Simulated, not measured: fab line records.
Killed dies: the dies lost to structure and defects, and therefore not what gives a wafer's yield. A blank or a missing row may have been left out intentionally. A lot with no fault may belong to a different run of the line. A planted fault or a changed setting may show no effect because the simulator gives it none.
Comparing a struck lot with a sound one	flow berkeley cmos170	16 steps out of a route of 331
Sound: the wafers L648.2, L648.3, L648.5. Struck: wafer L652.3 (L652.1, L652.4, from the same lot, were not struck and are left out); the cause is given at the end.
Each step with rows lists, per side, the tool, then ch with its chambers, then its first start. Under that, the readings that differ: sound wafers	struck wafers	difference of the means	sigmas: that difference in standard deviations of wafers without a fault.
alike: readings with means less than 2 such deviations apart, plus words and numbers identical on both sides. not compared: withheld readings, readings lacking a value on some wafer, bounds such as >300 that could conceal the same value, and numbers that have no deviation in the record and whose values overlap.
Wherever a step has rows on one side only, a row that says differs or no value, or a row with sigmas, the two part there. Non-overlapping numbers with no deviation appear without sigmas and do not part them. A reading that every wafer of one side lacks parts them only if that side has two wafers or more.

first, 1 step without rows for these wafers: UCB170_M2_SOFTBAKE_06 (time 60 s).
UCB170_M2_STRIP_07: strips in O2.
  sound on plasma asher-02 ch 1, day 8 23:18; struck on plasma asher-03 ch 0, day 10 04:43
  alike: drypump motor current A, oes product au, strip time to endpoint s
  not compared: rf hours counter h
then, 7 steps without rows for these wafers: UCB170_M2_STRIP_08 (strips KrF in DMSO, time 600 s); UCB170_M2_COAT_09; UCB170_M2_COAT_10 (resist thk 900 nm); UCB170_M2_SOFTBAKE_11 (time 60 s); UCB170_M2_EXPOSE_12 (exposes mask METAL2, target cd 700 nm); UCB170_M2_PEB_13; UCB170_M2_DEVELOP_14 (develop time 45 s).
UCB170_M2_CD_MEAS_15: the cd target is 700 nm.
  sound on cd sem-01 at day 9 00:38; struck on cd sem-01 at day 10 05:57
  alike: cd nm
UCB170_M2_OVL_MEAS_16:
  sound on overlay-02 at day 9 00:44; struck on overlay-02 at day 10 06:04
reading	sound	struck	difference	sigmas
M2_OVL (nm)	3 2 7	-13	-17	-4
UCB170_M2_ETCH_17: etches BARC in N2/H2.
  sound on rie diel-01 ch 0,1, day 9 00:46; struck on rie diel-02 ch 2, day 10 06:07
reading	sound	struck	difference	sigmas
oes product au (a.u.)	0.982 0.967 0.966	1.018	+0.046	+2
  alike: drypump motor current A, rf fwd power W, throttle valve pct
UCB170_M2_METAL_ETCH_18: etches Al in Cl2/BCl3, stops on SiO2, target depth 1170 nm, time 195 s.
  sound on rie metal-04 ch 0, day 9 00:49; struck on rie metal-01 ch 0, day 10 06:09
reading	sound	struck	difference	sigmas
oes product au (a.u.)	0.826 0.827 0.821	1.057	+0.232	+12
run length s (s)	223.0 222.6 222.8	179.1	-43.7	-99 or more
model.KrF_of_M2_COAT_10.thk nm (nm)	191.2 196.8 188.7	329.6	+137.4	
model.SiO2_of_V1_CVD_00.thk nm (nm)	934.8 934.2 934.2	949.2	+14.8	
model.M2.cd nm (nm)	702.6 702.2 704	706.1	+3.2	
  alike: drypump motor current A, throttle valve pct
  not compared: rf fwd power W, rf hours counter h
UCB170_M2_STRIP_19: strips in O2.
  sound on plasma asher-02 ch 0,1, day 9 00:59; struck on plasma asher-02 ch 1, day 10 06:20
reading	sound	struck	difference	sigmas
oes product au (a.u.)	0.520 0.530 0.516	0.666	+0.144	+6
  alike: drypump motor current A
  not compared: rf hours counter h
UCB170_M2_CD_MEAS_90: the cd target is 700 nm.
  sound on cd sem-02 at day 9 01:07; struck on cd sem-02 at day 10 06:26
  alike: cd nm
UCB170_M3_PROBE_99:
  sound on prober-01 at day 9 06:37; struck on prober-02 at day 10 12:15
reading	sound	struck	difference	sigmas
model.etest.antenna m2.vt shift v (V)	-0.01496 -0.01586 -0.01032	-0.00896	+0.00475	

## WHERE THEY PART
At UCB170_M2_OVL_MEAS_16 first; at UCB170_M2_STRIP_19 last (within this record only). Later steps at which nothing parts them and some readings are alike: UCB170_M2_CD_MEAS_90.

WHY: the cause the simulator had injected
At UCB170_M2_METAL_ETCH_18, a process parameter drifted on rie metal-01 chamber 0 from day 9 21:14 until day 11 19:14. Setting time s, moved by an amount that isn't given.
